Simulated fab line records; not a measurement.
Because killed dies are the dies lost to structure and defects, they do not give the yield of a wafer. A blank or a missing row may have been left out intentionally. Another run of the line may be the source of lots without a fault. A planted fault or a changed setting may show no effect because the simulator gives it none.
The tool behind it: which one? | flow berkeley cmos170 | 42 wafers from 14 lots sampled at 3 of the route's 331 steps

## WHAT THE GAUGES READ, wafer by wafer
UCB170_NWELL_OVL_MEAS_12. Usual: NWELL_OVL typically reads 1 nm, with standard deviation 5.9.
lot  | measured    | on         | NWELL_OVL (nm) | flag
L201 | day 3 00:22 | overlay-01 | -4 -9 -10      |
L203 | day 3 14:20 | overlay-02 | -7 -5 -3       |
L204 | day 3 14:24 | overlay-01 | 4 3 0          |
L205 | day 4 01:07 | overlay-01 | -9 -5 3        |
L206 | day 4 01:13 | overlay-01 | 1 6 -9         |
L211 | day 4 18:43 | overlay-02 | -1 7 15        |
L210 | day 4 18:58 | overlay-01 | 9 10 8         |
L212 | day 5 03:34 | overlay-01 | -1 -6 -1       |
L214 | day 5 09:04 | overlay-01 | 8 4 -6         |
L215 | day 5 18:43 | overlay-02 | -2 6 -5        |
L218 | day 6 06:20 | overlay-02 | 14 15 11       |
L217 | day 6 06:23 | overlay-01 | 7 4 10         |
L222 | day 7 03:15 | overlay-02 | -3 1 4         |
L223 | day 7 11:43 | overlay-02 | 0 -7 -5        |

UCB170_PSD_CD_MEAS_06 targets a cd of 1200 nm. Usual: 1199.9 nm for cd nm, sd 1.7.
lot  | measured     | on        | cd nm (nm)           | flag
L201 | day 8 03:24  | cd sem-01 | 1196.3 1197.0 1195.7 |
L203 | day 9 05:16  | cd sem-02 | 1197.2 1197.0 1198.0 |
L204 | day 9 04:58  | cd sem-02 | 1200.7 1201.2 1201.4 |
L205 | day 9 21:17  | cd sem-02 | 1201.3 1200.6 1200.7 |
L206 | day 9 21:30  | cd sem-02 | 1198.7 1199.1 1198.4 |
L211 | day 11 06:35 | cd sem-02 | 1203.2 1203.0 1203.0 |
L210 | day 11 06:17 | cd sem-01 | 1200.6 1201.3 1199.2 |
L212 | day 11 06:22 | cd sem-02 | 1200.8 1201.1 1201.5 |
L214 | day 11 23:53 | cd sem-02 | 1201.3 1200.7 1200.5 |
L215 | day 12 00:26 | cd sem-02 | 1200.8 1201.9 1201.7 |
L222 | day 13 05:40 | cd sem-02 | 1196.6 1199.2 1198.3 |
L223 | day 13 05:20 | cd sem-01 | 1200.2 1201.8 1201.1 |

## TOOL THAT RAN EACH LOT (tool first, then ch and the chambers of the sampled wafers, then the start)
lot  | UCB170_SPACER_CVD_00
L201 | pecvd-04 ch 0,1, day 7 19:22
L203 | pecvd-03 ch 0,1, day 8 18:38
L204 | pecvd-04 ch 0,1,2, day 8 18:24
L205 | pecvd-03 ch 0,2, day 9 08:51
L206 | pecvd-01 ch 0,1,2, day 9 09:05
L211 | pecvd-01 ch 1,2, day 10 21:10
L210 | pecvd-01 ch 0,2, day 10 20:10
L212 | pecvd-03 ch 0,1, day 10 20:37
L214 | pecvd-01 ch 1,2, day 11 17:47
L215 | pecvd-01 ch 1,2, day 11 17:26
L218 | pecvd-03 ch 0,1,2, day 12 06:22
L217 | pecvd-01 ch 0,1,2, day 12 06:05
L222 | pecvd-01 ch 0,1,2, day 12 21:31
L223 | pecvd-03 ch 1,2, day 12 21:13
- UCB170_SPACER_CVD_00: deposits SiO2 from TEOS/O2, target thk 376 nm, time 47 s.

## AS READ BY THE TOOLS THEMSELVES (means over the sampled wafers that have a number; for cases with no such wafer, the mark the record gives instead)
UCB170_SPACER_CVD_00. Usual: heater power w 282 W, standard deviation 64; pressure mtorr 9000 mTorr, standard deviation 16.
lot  | tool     | heater power w (W) | pressure mtorr (mTorr) | flag
L201 | pecvd-04 | 309                | 9007                   |
L203 | pecvd-03 | 273                | 8982                   |
L204 | pecvd-04 | 235                | 8995                   |
L205 | pecvd-03 | 308                | 9000                   |
L206 | pecvd-01 | 280                | 8994                   |
L211 | pecvd-01 | 321                | 8982                   |
L210 | pecvd-01 | 269                | 8986                   |
L212 | pecvd-03 | 233                | 9009                   |
L214 | pecvd-01 | 296                | 9003                   |
L215 | pecvd-01 | 268                | 8994                   |
L218 | pecvd-03 | -                  | -                      | OFF
L217 | pecvd-01 | -                  | -                      | OFF
L222 | pecvd-01 | 318                | 9012                   |
L223 | pecvd-03 | 302                | 9001                   |

## THE ANSWER, worked out from the rows above alone
Rule: take the mean of a lot's wafers that have a number; if it is more than 3 standard deviations from the usual mean, the lot is off. A lot without any number at a reading at which 4 lots or more have one is off too. Any other lot the step has rows for is counted as sound. After the gauges, taken in route order, come the tools' own readings; for these a lot's mean is taken, as printed above. The first step at which some lot is off is used, and at that step the reading that is off furthest; a lot without a number counts as furthest.
Off, at UCB170_SPACER_CVD_00 on heater power w: L218, L217. Without a number there: L218, L217.
A tool fits if, at that step or a process step before it, it ran every lot that is off, and no sound lot after the first of them. Of those tried, none fits.

## WHAT WAS PUT IN BY THE SIMULATOR
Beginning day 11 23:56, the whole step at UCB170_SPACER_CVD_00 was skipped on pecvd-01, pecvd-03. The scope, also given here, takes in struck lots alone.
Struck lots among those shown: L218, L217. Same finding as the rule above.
